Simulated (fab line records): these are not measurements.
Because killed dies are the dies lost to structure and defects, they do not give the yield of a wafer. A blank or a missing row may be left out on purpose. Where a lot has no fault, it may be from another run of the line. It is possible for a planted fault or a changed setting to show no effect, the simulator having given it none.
2 desks looking at one fault    flow berkeley-cmos170    every desk sees just its own numbers, and what lay behind them comes last

FROM THE METROLOGY DESK
What the gauges read, lot by lot, whatever tool the lot ran on: means of the sampled wafers that have a number. The brackets show how far a lot's mean lies from the usual mean; more than 4 standard deviations puts the lot out of limits, marked OUT.
Columns: A = cd-nm at UCB170_GATE_CD_MEAS_90, usual 349.7 nm; B = NLDD_OVL at UCB170_NLDD_OVL_MEAS_07, usual -3 nm; C = SPACER_TEOS_THK at UCB170_SPACER_THK_MEAS_01, usual 376 nm
lot   first seen here  A      B   C
L245  day 7 14:53      346.4  5   373
L244  day 7 15:21      348.6  3   376
L246  day 7 23:43      350.8  0   382
L249  day 8 07:41      350.0  -6  377
L247  day 8 07:52      348.7  -7  375
L252  day 8 20:26      350.7  1   369
L253  day 8 20:31      349.2  -4  370
L251  day 8 20:38      350.2  -3  382
L255  day 9 09:55      349.2  5   386
L260  day 11 02:23     352.6  -5  372
L264  day 11 02:26     351.0  -6  376
L263  day 11 02:38     352.2  -2  373
L267  day 12 08:46     350.2  -4  386
L266  day 12 08:58     351.1  -4  373
This desk's finding: nothing out of limits on any of the 14 lots.

DESK OF THE TOOL OWNER: rie-diel-02
The tool's own readings at UCB170_GATE_ETCH_14 (etches BARC in N2/H2): means of the sampled wafers that have a number, for each lot that ran on this tool. The brackets show how far a lot's mean lies from the usual mean; more than 4 standard deviations puts the lot out of limits, marked OUT.
Columns: A = bias-w at UCB170_GATE_ETCH_14, usual 100.0 W; B = drypump-motor-current-A at UCB170_GATE_ETCH_14, usual 5.7 A; C = oes-product-au at UCB170_GATE_ETCH_14, usual 0.994 a.u.; D = rf-fwd-power-W at UCB170_GATE_ETCH_14, usual 493.9 W; E = throttle-valve-pct at UCB170_GATE_ETCH_14, usual 13.39 %
lot   first seen here  A      B    C                 D                E
L244  day 7 15:10      99.8   5.8  0.996             492.4            13.14
L249  day 8 07:27      100.1  5.5  1.012             493.1            13.24
L251  day 8 20:25      100.2  6.0  0.989             492.7            13.27
L255  day 9 09:42      99.8   6.0  0.991             494.2            13.26
L260  day 11 02:10     100.1  6.2  0.842 (-5.9) OUT  360.7 (-56) OUT  13.38
L263  day 11 02:26     100.2  5.9  0.926             428.1 (-27) OUT  13.24
This desk's verdict: out of limits on L260, L263, starting with L260 at day 11 02:10 (oes-product-au at UCB170_GATE_ETCH_14). L244, L249, L251, L255 stayed within limits.

BROUGHT TOGETHER
At day 11 02:10, on L260, L263, the tool owner's desk was in a position to raise an alarm.
From the metrology desk's view, nothing was out of limits.
The metrology desk holds a record of L260, L263, inside its limits.
UCB170_GATE_ETCH_14 was run on rie-diel-02 by each of the lots named.

WHAT WAS PUT IN BY THE SIMULATOR
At UCB170_GATE_ETCH_14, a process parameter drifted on rie-diel-02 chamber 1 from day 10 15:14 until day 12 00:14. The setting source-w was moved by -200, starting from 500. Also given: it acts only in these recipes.
Shown lots that were struck: L260, L263.
Time in hours from fault onset to the first out-of-limits reading at each desk: the tool owner's desk, 11.
